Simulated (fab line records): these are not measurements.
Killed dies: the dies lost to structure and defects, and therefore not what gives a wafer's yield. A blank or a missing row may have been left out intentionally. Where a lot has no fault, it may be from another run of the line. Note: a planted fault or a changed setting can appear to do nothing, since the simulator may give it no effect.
One fault through the eyes of 2 desks ; flow berkeley_cmos170 ; each desk holds nothing but its own numbers, with what lay behind them at the end

== DESK OF THE TOOL OWNER: plasma_asher-01 ==
The tool's own readings at UCB170_PLDD_STRIP_10 (strips in O2): means of the sampled wafers that have a number, for each lot that ran on this tool. The brackets show how far a lot's mean lies from the usual mean; more than 4 standard deviations puts the lot out of limits, marked OUT.
Columns: A = chamber_pressure_mTorr at UCB170_PLDD_STRIP_10, usual 3500 mTorr; B = drypump_motor_current_A at UCB170_PLDD_STRIP_10, usual 5.5 A; C = oes_product_au at UCB170_PLDD_STRIP_10, usual 0.734 a.u.; D = strip_time_to_endpoint_s at UCB170_PLDD_STRIP_10, usual 21.66 s
lot;first seen here;A;B;C;D
L563;day 6 18:31;3501;6.1;0.733;21.60
L580;day 10 10:52;3501;6.1;0.733;21.63
L581;day 11 02:07;3499;6.1;0.737;21.65
This desk found nothing out of limits on any of the 3 lots.

== METROLOGY DESK ==
What the gauges read, lot by lot, whatever tool the lot ran on: means of the sampled wafers that have a number. The brackets show how far a lot's mean lies from the usual mean; more than 4 standard deviations puts the lot out of limits, marked OUT.
Columns: A = FIELD_OXIDE_LEFT_1_THK at UCB170_FIELD_THK_MEAS_90, usual 442 nm; B = NVT_OVL at UCB170_NVT_OVL_MEAS_06, usual -5 nm; C = NLDD_TW at UCB170_NLDD_TW_MEAS_11, usual 2232
lot;first seen here;A;B;C
L562;day 5 00:19;439;-9;2237
L563;day 5 11:04;455;-8;2235
L564;day 5 11:05;456;-4;2229
L570;day 6 10:09;460;-8;2232
L569;day 6 10:10;451;-4;2222
L568;day 6 10:14;450;-10;30 (-99 or more) OUT
L571;day 6 18:22;442;3;30 (-99 or more) OUT
L572;day 6 18:23;456;-8;2245
L574;day 7 07:41;442;-8;2232
L575;day 7 11:31;438;-1;2239
L580;day 8 14:07;428;-10;2227
L581;day 9 15:05;452;-7;2220
L582;day 9 15:08;415;-1;2245
L585;day 10 03:32;423;-1;2220
Finding of this desk: L568, L571 out of limits, first seen on L568 at day 7 17:03 (NLDD_TW at UCB170_NLDD_TW_MEAS_11). In limits: L562, L563, L564, L570, L569, L572, L574, L575, L580, L581, L582, L585.

== TAKEN TOGETHER ==
At day 7 17:03 the metrology desk could have sounded an alarm, on L568, L571.
The desk of the tool owner found nothing out of limits.
The tool owner's desk has no number on record for L568, L571.
UCB170_PLDD_STRIP_10 was run on plasma_asher-01 by each of the lots named.

== WHAT THE SIMULATOR HAD PUT IN ==
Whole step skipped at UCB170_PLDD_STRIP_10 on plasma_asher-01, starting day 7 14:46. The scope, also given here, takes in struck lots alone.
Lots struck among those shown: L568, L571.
Time in hours between the start of the fault and the first out-of-limits reading at each desk: metrology desk, 2.
